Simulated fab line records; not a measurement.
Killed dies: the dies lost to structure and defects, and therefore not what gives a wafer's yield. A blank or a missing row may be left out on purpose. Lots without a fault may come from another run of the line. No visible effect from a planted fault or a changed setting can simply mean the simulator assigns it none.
fab line records ; flow ritCmos
[record] lots = 7; wafers = 21; lastDay = 8
route steps=202 shown ACTIVE@2
lots untouched by any fault: they come from a run of this same line in which no faults occurred
startH: the number of hours between the record's first day and the start of the first shown wafer of the lot ; waitH: how many hours have passed since the lot's step before this one ; " unchanged from the row above ; L1.1+2: a single row standing in for several wafers ; - value missing, or start not given ; * or withheld: withheld ; < > ~ a bound
route shown NAME@n: names a module that has steps shown in the file, with the first one's number in the route ; usual: mean/standard deviation taken from wafers without a fault ; same: alike in all rows ; chamber/n: place in a boat ; sites: each site's reading ; _std_site: the values' standard deviation ; _edge_site: inner sites' mean taken away from outer sites' mean ; radiusMm: how far each site lies from the wafer's centre ; mask NAME#n: copy n ; behind: the last tool/chamber to shape the wafer ; hold: the reason the lot was held/the length of the hold in hours/how it ended ; device: transistor that didn't switch, given as n, p or np ; end of line: the same wafers' tests at the end of the route ; a step with no rows: only its recipe ; killed: dies that structure and defects cost at the first sort, which is not the same as the wafer's yield ; map: per-die view of a wafer (x killed, . not killed, _ where there is no die)
set.NAME: the run value of the setting; set.NAME@STEP: its run value at that earlier step ; model.NAME: the simulator's own value behind a step, which no gauge read
a table for each step, a row for each wafer; lots at some steps of the route
services: a tool's chamber out of use, with start hour (startH, from the record's first day; less than 0 if before it), hours out, and reason
[[steps]]
[step RIT_ACTIVE_OXIDATION_01]
[recipe] tempC = 1000; ambient = O2; targetThkA = 468; oxTimeS = 3480
[step RIT_ACTIVE_THK_MEAS_02]
[recipe] reads = SiO2_of_ACTIVE_OXIDATION_01
[usual] ACTIVE_OXIDE_THK = 48.1/0.74
lot.wafer;tool;chamber;startH;waitH;ACTIVE_OXIDE_THK[nm]
L631.1;filmMetro-01;-;27.05;0.0;48.3
L631.4;filmMetro-01;-;27.05;0.0;48.5
L631.5;filmMetro-01;-;27.05;0.0;48.0
L638.1;filmMetro-04;-;62.05;0.0;49.1
L638.4;filmMetro-04;-;62.05;0.0;49.6
L638.6;filmMetro-04;-;62.05;0.0;48.6
L639.1;filmMetro-01;-;67.05;0.0;46.7
L639.3;filmMetro-01;-;67.05;0.0;46.7
L639.4;filmMetro-01;-;67.05;0.0;46.4
L643.3;filmMetro-04;-;87.11;0.0;48.6
L643.4;filmMetro-04;-;87.11;0.0;47.5
L643.6;filmMetro-04;-;87.11;0.0;48.4
L644.1;filmMetro-01;-;93.15;0.0;48.7
L644.2;filmMetro-01;-;93.15;0.0;48.6
L644.6;filmMetro-01;-;93.15;0.0;47.6
L648.1;filmMetro-02;-;112.05;0.0;48.9
L648.5;filmMetro-02;-;112.05;0.0;48.7
L648.6;filmMetro-02;-;112.05;0.0;48.7
L649.2;filmMetro-02;-;118.24;0.0;48.3
L649.4;filmMetro-02;-;118.24;0.0;47.3
L649.5;filmMetro-02;-;118.24;0.0;48.2
[step RIT_ACTIVE_CVD_03]
[recipe] material = Si3N4; targetThkNm = 150; tempC = 810; precursor = SiH2Cl2/NH3; timeS = 1500; pressureMtorr = 300; sih2cl2FlowSccm = 60; nh3FlowSccm = 150
[step RIT_ACTIVE_THK_MEAS_04]
[recipe] reads = Si3N4_of_ACTIVE_CVD_03
[usual] ACTIVE_NITRIDE_THK = 149.5/1.4
lot.wafer;tool;chamber;startH;waitH;ACTIVE_NITRIDE_THK[nm]
L631.1;filmMetro-04;-;28.53;0.0;150.0
L631.4;filmMetro-04;-;28.53;0.0;150.6
L631.5;filmMetro-04;-;28.53;0.0;149.6
L638.1;filmMetro-01;-;63.53;0.0;150.0
L638.4;filmMetro-01;-;63.53;0.0;149.3
L638.6;filmMetro-01;-;63.53;0.0;150.4
L639.1;filmMetro-04;-;68.53;0.0;148.9
L639.3;filmMetro-04;-;68.53;0.0;148.6
L639.4;filmMetro-04;-;68.53;0.0;148.4
L643.3;filmMetro-01;-;88.59;0.0;149.4
L643.4;filmMetro-01;-;88.59;0.0;147.6
L643.6;filmMetro-01;-;88.59;0.0;149.1
L644.1;filmMetro-01;-;95.34;0.0;151.2
L644.2;filmMetro-01;-;95.34;0.0;152.4
L644.6;filmMetro-01;-;95.34;0.0;151.6
L648.1;filmMetro-02;-;113.67;0.0;149.7
L648.5;filmMetro-02;-;113.67;0.0;148.8
L648.6;filmMetro-02;-;113.67;0.0;149.8
L649.2;filmMetro-01;-;119.72;0.0;148.3
L649.4;filmMetro-01;-;119.72;0.0;149.5
L649.5;filmMetro-01;-;119.72;0.0;149.4
[step RIT_ACTIVE_HMDS_05]
[recipe] primeTimeS = 60; primeTempC = 140
[step RIT_ACTIVE_COAT_06]
[recipe] resist = NOVOLAK; spinRpm = 3250; resistThkNm = 1000
[step RIT_ACTIVE_SOFTBAKE_07]
[recipe] resist = NOVOLAK; tempC = 90; timeS = 60
[step RIT_ACTIVE_EXPOSE_08]
[recipe] maskId = M1; na = 0.6; sourceShape = conventional; sigmaOuter = 0.6; targetCdNm = 1400; doseMj = 221.4
[step RIT_ACTIVE_PEB_09]
[recipe] resist = NOVOLAK; tempC = withheld; timeS = withheld
[step RIT_ACTIVE_DEVELOP_10]
[recipe] resist = NOVOLAK; developTimeS = 50; devTempC = 23
[step RIT_ACTIVE_CD_MEAS_11]
[recipe] targetCdNm = 1400
[usual] cdNm = 1399.9/2.1
lot.wafer;tool;chamber;startH;waitH;cdNm
L631.1;cdSem-02;-;29.56;-;1401.0
L631.4;cdSem-02;-;29.56;-;1403.6
L631.5;cdSem-02;-;29.56;-;1401.6
L638.1;cdSem-01;-;64.44;-;1402.6
L638.4;cdSem-01;-;64.44;-;1399.9
L638.6;cdSem-01;-;64.44;-;1400.3
L639.1;cdSem-01;-;69.56;-;1401.7
L639.3;cdSem-01;-;69.56;-;1399.1
L639.4;cdSem-01;-;69.56;-;1397.9
L643.3;cdSem-01;-;89.52;-;1398.3
L643.4;cdSem-01;-;89.52;-;1400.6
L643.6;cdSem-01;-;89.52;-;1399.8
L644.1;cdSem-01;-;96.25;-;1400.8
L644.2;cdSem-01;-;96.25;-;1400.7
L644.6;cdSem-01;-;96.25;-;1397.4
L648.1;cdSem-02;-;114.70;-;1398.2
L648.5;cdSem-02;-;114.70;-;1398.8
L648.6;cdSem-02;-;114.70;-;1398.8
L649.2;cdSem-01;-;120.76;-;1403.8
L649.4;cdSem-01;-;120.76;-;1403.4
L649.5;cdSem-01;-;120.76;-;1403.6
[step RIT_ACTIVE_HARDBAKE_12]
[recipe] resist = NOVOLAK; tempC = 140; timeS = 60
[step RIT_ACTIVE_ETCH_13]
[recipe] stopOn = SiO2; chemistry = SF6; target = Si3N4; timeS = 210; overEtchFrac = 0.4; SF6_flow_sccm = 200; pressureMtorr = 260; rfW = 125; targetDepthA = 2100
[usual] chamberPressureMTorr = 259.99/0.25; drypumpMotorCurrentA = 5.7/0.47; oesProductAu = 0.818/0.012; runLengthS = 238.3/0.34; throttleValvePct = 7.50/0.12
[same] overEtchFrac = 0.4
lot.wafer;tool;chamber;startH;waitH;chamberPressureMTorr;drypumpMotorCurrentA;oesProductAu;rfHoursCounterH;runLengthS;throttleValvePct;model.NOVOLAK_of_ACTIVE_COAT_06.thkNm
L631.1;rieDiel-02;2;29.83;0.1;260.01;5.0;0.834;126;237.8;7.44;656.3
L631.4;rieDiel-02;1;29.83;0.1;260.04;5.4;0.818;64;238.1;7.51;650.8
L631.5;rieDiel-02;0;29.83;0.1;260.52;5.0;0.812;-;238.3;7.67;655.5
L638.1;rieDiel-02;0;64.71;0.1;259.67;4.9;0.814;4;238.9;7.65;660.5
L638.4;rieDiel-02;2;64.71;0.1;260.27;5.0;0.835;127;238.7;7.43;660.2
L638.6;rieDiel-02;3;64.71;0.1;259.61;5.7;0.807;-;238.3;7.42;660
L639.1;rieDiel-02;3;69.83;0.1;260.09;5.7;0.983;26;183.7;7.42;719.4
L639.3;rieDiel-02;0;69.83;0.1;259.49;5.0;0.990;4;183.2;7.66;721.3
L639.4;rieDiel-02;2;69.83;0.1;260.13;5.0;1.008;127;183.2;7.46;721.1
L643.3;rieDiel-02;1;89.75;0.1;260.22;5.4;0.999;66;183.0;7.51;715.4
L643.4;rieDiel-02;3;89.75;0.1;259.93;5.7;0.977;26;183.9;7.42;714.9
L643.6;rieDiel-02;1;89.75;0.1;259.92;5.4;0.992;-;183.4;7.49;711.9
L644.1;rieDiel-02;3;96.58;0.1;259.97;5.7;0.981;26;183.9;7.42;716.6
L644.2;rieDiel-02;1;96.58;0.1;259.48;5.4;1.002;66;183.0;7.50;717.1
L644.6;rieDiel-02;1;96.58;0.1;259.97;5.4;0.998;-;183.1;7.51;719.2
L648.1;rieDiel-01;3;114.97;0.1;259.65;5.7;0.817;23;238.3;7.27;655.6
L648.5;rieDiel-01;0;114.97;0.1;260.39;5.9;0.824;-;238.4;7.60;650
L648.6;rieDiel-01;3;114.97;0.1;259.86;5.7;0.822;-;238.9;7.30;654.9
L649.2;rieDiel-01;0;121.01;0.1;260.29;5.9;0.828;43;238.6;7.60;642.8
L649.4;rieDiel-01;3;121.01;0.1;260.24;5.7;0.817;23;238.0;7.29;653.7
L649.5;rieDiel-01;0;121.01;0.1;260.26;5.9;0.825;-;238.6;7.61;643.3
[step RIT_ACTIVE_STRIP_14]
[recipe] chemistry = O2; timeS = 180; resist = NOVOLAK; platenTempC = withheld; powerW = 500; pressureMtorr = 4000; o2FlowSccm = 4000
[usual] chamberPressureMTorr = 4000/3.3; drypumpMotorCurrentA = 5.5/0.41
[same] timeS = 180
lot.wafer;tool;chamber;startH;waitH;chamberPressureMTorr;drypumpMotorCurrentA;rfHoursCounterH
L631.1;plasmaAsher-04;0;29.97;0.1;4001;5.2;25
L631.4;plasmaAsher-04;1;29.97;0.1;4003;5.3;-
L631.5;plasmaAsher-04;1;29.97;0.1;3998;5.4;-
L638.1;plasmaAsher-02;1;64.85;0.1;4002;5.4;44
L638.4;plasmaAsher-02;0;64.85;0.1;4004;6.4;-
L638.6;plasmaAsher-02;0;64.85;0.1;3995;6.4;-
L639.1;plasmaAsher-04;1;69.97;0.1;3997;5.3;30
L639.3;plasmaAsher-04;0;69.97;0.1;3999;5.2;-
L639.4;plasmaAsher-04;1;69.97;0.1;4004;5.4;-
L643.3;plasmaAsher-02;0;89.94;0.1;4003;6.4;-
L643.4;plasmaAsher-02;1;89.94;0.1;3996;5.4;-
L643.6;plasmaAsher-02;0;89.94;0.1;4005;6.4;-
L644.1;plasmaAsher-01;1;96.71;0.1;3996;5.3;44
L644.2;plasmaAsher-01;0;96.71;0.1;3997;5.7;44
L644.6;plasmaAsher-01;0;96.71;0.1;4001;5.7;-
L648.1;plasmaAsher-04;0;115.11;0.1;3995;5.2;35
L648.5;plasmaAsher-04;1;115.11;0.1;3996;5.3;-
L648.6;plasmaAsher-04;0;115.11;0.1;3999;5.3;-
L649.2;plasmaAsher-01;1;121.15;0.1;4001;5.3;47
L649.4;plasmaAsher-01;0;121.15;0.1;4003;5.8;-
L649.5;plasmaAsher-01;1;121.15;0.1;4001;5.3;-
[[services]]
tool;chamber;startH;hours;kind
rieDiel-01;0;10.23;9.4;repair
rieDiel-02;0;44.07;6.1;repair
plasmaAsher-02;-;57.74;2.3;repair
plasmaAsher-02;-;108.75;9.0;pm
plasmaAsher-02;0;108.75;9.0;ventCycle
plasmaAsher-02;1;108.75;9.0;ventCycle
plasmaAsher-02;0;117.75;-;clean
plasmaAsher-02;1;117.75;-;clean
[[key]]
[firstSign] step = RIT_ACTIVE_ETCH_13; reading = runLengthS; direction = down; sigmas = 99+; usual = *; struck = *
[effect] step = RIT_ACTIVE_ETCH_13; reading = oesProductAu; direction = up; sigmas = 14; usual = 0.818; struck = 0.992
[modelEffect] step = RIT_ACTIVE_ETCH_13; value = NOVOLAK_of_ACTIVE_COAT_06.thkNm; without = 658.1; struck = 717.4
metAt RIT_ACTIVE_ETCH_13
struckWafers L639.1,L639.3,L639.4,L643.3,L643.4,L643.6,L644.1,L644.2,L644.6
sortLeftOut L639.1,L639.3,L639.4,L643.3,L643.4,L643.6,L644.1,L644.2,L644.6
testerLeftOut L639,L643,L644
onsetBetween 64.71 69.83
[fault] kind = processParameterDrift; tool = rieDiel-02; chamber = -; onsetH = 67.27; steps = RIT_ACTIVE_ETCH_13; channel = timeS; offset = *; shape = step; endH = 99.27; actsIn = *; stated = *
// testerLeftOut: of these lots the tester's yield and bins aren't shown, on N5 and GAA mostly nor the transistor test; their killed dies are dies lost to structure and defects alone, not to doping, threshold or leakage, so they don't give the yield
// sortLeftOut: the simulated sort isn't trusted on such a fault, so these wafers' sort isn't shown, and their yield isn't known
